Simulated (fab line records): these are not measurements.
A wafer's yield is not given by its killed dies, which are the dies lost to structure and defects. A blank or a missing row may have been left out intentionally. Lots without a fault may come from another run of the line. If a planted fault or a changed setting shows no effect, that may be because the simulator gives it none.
The tool behind it: which one?	flow rit_cmos	Sampling: 14 lots, 42 wafers, 2 of 202 route steps

## WHAT THE GAUGES READ, wafer by wafer
No reading from a measuring or inspecting step in the record can be judged against a usual standard deviation.

## WHAT TOOL EACH LOT RAN ON (gives the tool, then ch and the chambers of the sampled wafers, and finally the start)
lot	RIT_PRETRO_HARDBAKE_07	RIT_M1_PROBE_99
L394	litho_track-02 ch 0, day 2 12:22	prober-02, day 3 18:29
L395	litho_track-02 ch 0, day 2 16:57	prober-01, day 3 21:44
L397	litho_track-01 ch 0, day 3 02:37	prober-01, day 4 06:16
L398	litho_track-01 ch 0, day 3 08:13	prober-02, day 4 10:50
L399	litho_track-01 ch 0, day 3 13:09	prober-01, day 4 17:32
L402	litho_track-02 ch 0, day 4 07:34	prober-02, day 5 10:52
L403	litho_track-03 ch 0, day 4 12:03	prober-01, day 5 14:29
L404	litho_track-03 ch 0, day 4 16:50	prober-02, day 5 19:52
L405	litho_track-02 ch 0, day 4 20:55	prober-01, day 5 21:58
L406	litho_track-01 ch 0, day 5 01:01	prober-02, day 6 03:31
L407	litho_track-01 ch 0, day 5 05:09	prober-01, day 6 06:26
L408	litho_track-01 ch 0, day 5 11:02	prober-02, day 6 12:32
L409	litho_track-03 ch 0, day 5 14:40	prober-01, day 6 16:15
L411	litho_track-01 ch 0, day 6 01:06	prober-01, day 7 02:38
- RIT_PRETRO_HARDBAKE_07: time 120 s.
- RIT_M1_PROBE_99

## WHAT THE TOOLS THEMSELVES READ (means of the sampled wafers that have a number; where no wafer has one, the mark that the record gives instead)
RIT_PRETRO_HARDBAKE_07.
lot	tool	heater_power_total_W (W)	plate_temp_C (C)
L394	litho_track-02	52.02	139.78
L395	litho_track-02	52.04	139.83
L397	litho_track-01	51.97	140.28
L398	litho_track-01	52.00	139.82
L399	litho_track-01	52.07	139.95
L402	litho_track-02	51.99	140.09
L403	litho_track-03	51.99	140.02
L404	litho_track-03	51.96	139.86
L405	litho_track-02	52.04	139.99
L406	litho_track-01	51.97	140.07
L407	litho_track-01	52.02	140.04
L408	litho_track-01	55.15	146.32
L409	litho_track-03	52.02	140.06
L411	litho_track-01	55.04	146.13

RIT_M1_PROBE_99.
lot	tool	killed_at_contacts	killed_at_front_end	killed_dies	killed_on_rim	killed_open	killed_short
L394	prober-02	0.3	11.0	11.3	4.3	7.0	3.7
L395	prober-01	0.3	7.7	8.0	2.7	3.0	5.0
L397	prober-01	0.0	6.7	6.7	1.0	2.3	4.3
L398	prober-02	0.0	6.7	6.7	2.0	2.7	4.0
L399	prober-01	0.0	4.3	4.3	1.3	2.0	2.3
L402	prober-02	0.3	5.0	5.3	1.7	2.7	2.7
L403	prober-01	0.0	8.3	8.3	2.3	2.0	6.3
L404	prober-02	0.0	5.7	5.7	2.0	3.0	2.7
L405	prober-01	0.0	6.3	6.3	1.3	3.0	3.3
L406	prober-02	0.0	9.3	9.3	1.7	4.7	4.7
L407	prober-01	0.0	6.7	6.7	2.7	3.7	3.0
L408	prober-02	0.0	4.7	4.7	1.0	2.3	2.3
L409	prober-01	0.0	7.0	7.0	2.0	2.7	4.3
L411	prober-01	0.0	6.3	6.3	2.3	2.7	3.3

## THE ANSWER, worked out from the rows above alone
Rule: usual is defined by the lots themselves. The widest of any qualifying gaps counts: lots, ordered by their means at a reading, are off when they make up no more than a third of the lots, leave a main group of 4 or more, and stand apart from it by 3 or more times the standard deviation of that group's means. The tables above print the reading to a certain number of digits; a main group whose means all agree to those digits is not used. A lot without any number at a reading at which 4 lots or more have one is off too. All remaining lots with rows at the step are treated as sound. The gauges are gone through in route order, then the tools' own readings, and for those a lot's mean is taken as printed above. At the first step where some lot is off, the reading lying furthest off is the one used; lots without a number count as furthest.
Off, at RIT_PRETRO_HARDBAKE_07 on heater_power_total_W: L408, L411. Mean 52.01 W and standard deviation 0.032 in the main group.
A tool fits if, at that step or a process step before it, it ran every lot that is off, and no sound lot after the first of them. One fits: litho_track-01 at RIT_PRETRO_HARDBAKE_07. Its last sound lot is L407 (day 5 05:09), its first lot that is off L408 (day 5 11:02): a fault that began between those two fits.
The tool's own readings at RIT_PRETRO_HARDBAKE_07 bear it out: on the lots that are off they differ by more than 5 times the standard deviation of the sound lots' means. heater_power_total_W reads 55.09 W there against 52.01 W on the sound lots; plate_temp_C reads 146.22 C there against 139.98 C on the sound lots.

## WHAT WAS PUT IN BY THE SIMULATOR
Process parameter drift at RIT_PRETRO_HARDBAKE_07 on litho_track-01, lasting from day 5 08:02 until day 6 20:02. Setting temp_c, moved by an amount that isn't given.
Shown lots that were struck: L408, L411. This agrees with what the rule above found.
